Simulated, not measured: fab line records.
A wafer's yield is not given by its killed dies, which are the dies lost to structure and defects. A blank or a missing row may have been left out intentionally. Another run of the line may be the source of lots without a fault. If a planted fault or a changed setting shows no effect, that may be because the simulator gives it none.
Split-lot trial    flow berkeley_cmos170    23 wafers read from 5 lots, route of 331 steps

== ABOUT THE SPLIT ==
At UCB170_SILICIDE_SPUTTER_01 (material Ti, target thk 30 nm, time 25 s), the setting time_s was moved away from the recipe's 25 s on 10 of the 23 wafers read, by +6.8% to +13.6%. For the rest of the wafers, this setting stayed at what the recipe calls for.

== FROM THE SPLIT ON TO THE READING: in between, the file shows 1 step ==
- UCB170_SILICIDE_RS_MEAS_02: measures by four-point-probe

== THE READING ==
SILICIDE_TI_THK, in nm, at UCB170_SILICIDE_THK_MEAS_03 (measures by xrf). Fault-free wafers of this fab line usually give 29.6 nm, standard deviation 0.34 nm.

wafer   tool, chamber at the split  time_s as run, s  against the recipe  SILICIDE_TI_THK, nm  against lot-mates on the recipe
L077.1  pvd_sputter-01, -           26.69             +6.8%               31.3                 +2.0
L077.3  pvd_sputter-01, -           25                recipe              29.0                 -
L077.4  pvd_sputter-01, -           25                recipe              29.6                 -
L077.5  pvd_sputter-01, -           26.69             +6.8%               31.3                 +2.0
L077.6  pvd_sputter-01, -           26.69             +6.8%               31.1                 +1.8
L079.1  pvd_sputter-02, -           25                recipe              29.4                 -
L079.3  pvd_sputter-02, -           28.4              +13.6%              33.2                 +3.9
L079.4  pvd_sputter-02, -           25                recipe              29.3                 -
L079.5  pvd_sputter-02, -           25                recipe              29.2                 -
L079.6  pvd_sputter-02, -           28.4              +13.6%              33.4                 +4.1
L080.1  pvd_sputter-01, -           25                recipe              29.9                 -
L080.3  pvd_sputter-01, -           25                recipe              29.9                 -
L080.6  pvd_sputter-01, -           25                recipe              30.4                 -
L084.1  pvd_sputter-02, -           25                recipe              29.7                 -
L084.2  pvd_sputter-02, -           25                recipe              29.9                 -
L084.3  pvd_sputter-02, -           25                recipe              29.7                 -
L084.5  pvd_sputter-02, -           27.64             +10.6%              32.7                 +2.9
L084.6  pvd_sputter-02, -           27.64             +10.6%              33.0                 +3.2
L085.1  pvd_sputter-01, -           25                recipe              29.9                 -
L085.2  pvd_sputter-01, -           25                recipe              29.6                 -
L085.4  pvd_sputter-01, -           27.85             +11.4%              32.9                 +3.1
L085.5  pvd_sputter-01, -           27.85             +11.4%              33.0                 +3.2
L085.6  pvd_sputter-01, -           27.85             +11.4%              33.2                 +3.5

THE FIT
A straight line over all 23 wafers: SILICIDE_TI_THK changes by +0.283 nm for each +1% of time_s; r = +0.98; the points scatter about the line by 0.33 nm.
The same after taking each lot's own level away (the mean of its wafers on the recipe; 23 wafers): +0.291 nm for each +1%; r = +0.99; scatter 0.17 nm.
The reading moves by 4 nm for the largest change in time_s, on that fit.
Measured against the standard deviation above, the lots' own levels, which go from 29.30 to 30.07 nm, span 2.3 times it.
Consequently the slope shifts little with the lot-to-lot level, the two slopes agreeing.
Check: for one of the wafers moved furthest among these (+13.6%), held out of the fit, the line's prediction against its lot-mates is +3.96 nm. Against them it came out at +3.9 nm.

== ADDITIONAL SPLITS CARRIED BY THESE WAFERS ==
Other splits were also applied to these wafers ahead of the reading. Each is held against what the fit with the lots' levels taken away leaves over:
other split on the same wafers    wafers away from the commonest value  r with SILICIDE_TI_THK (lot level and that fit taken away)
UCB170_BACKSIDE_COAT_01 spin_rpm  8                                     -0.24

== THE WHOLE CHAIN: every reading that the file lists as answering this split, in the file's order ==
step                         what it does                              reading                                                                            change (the file's fit)                r (the file's)
UCB170_SILICIDE_SPUTTER_01   material Ti, target thk 30 nm, time 25 s  Ti_of_SILICIDE_SPUTTER_01.thk_nm (the simulator's own value, which no gauge read)  +0.298 nm for each +1% of the setting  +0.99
UCB170_SILICIDE_RS_MEAS_02   measures by four-point-probe              SILICIDE_TI_RS                                                                     -0.27 for each +1% of the setting      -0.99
UCB170_SILICIDE_THK_MEAS_03  measures by xrf                           SILICIDE_TI_THK                                                                    +0.292 for each +1% of the setting     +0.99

== FILE'S OWN FIT ==
SILICIDE_TI_THK changes by +0.292 nm for each +1% of time_s, r = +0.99.
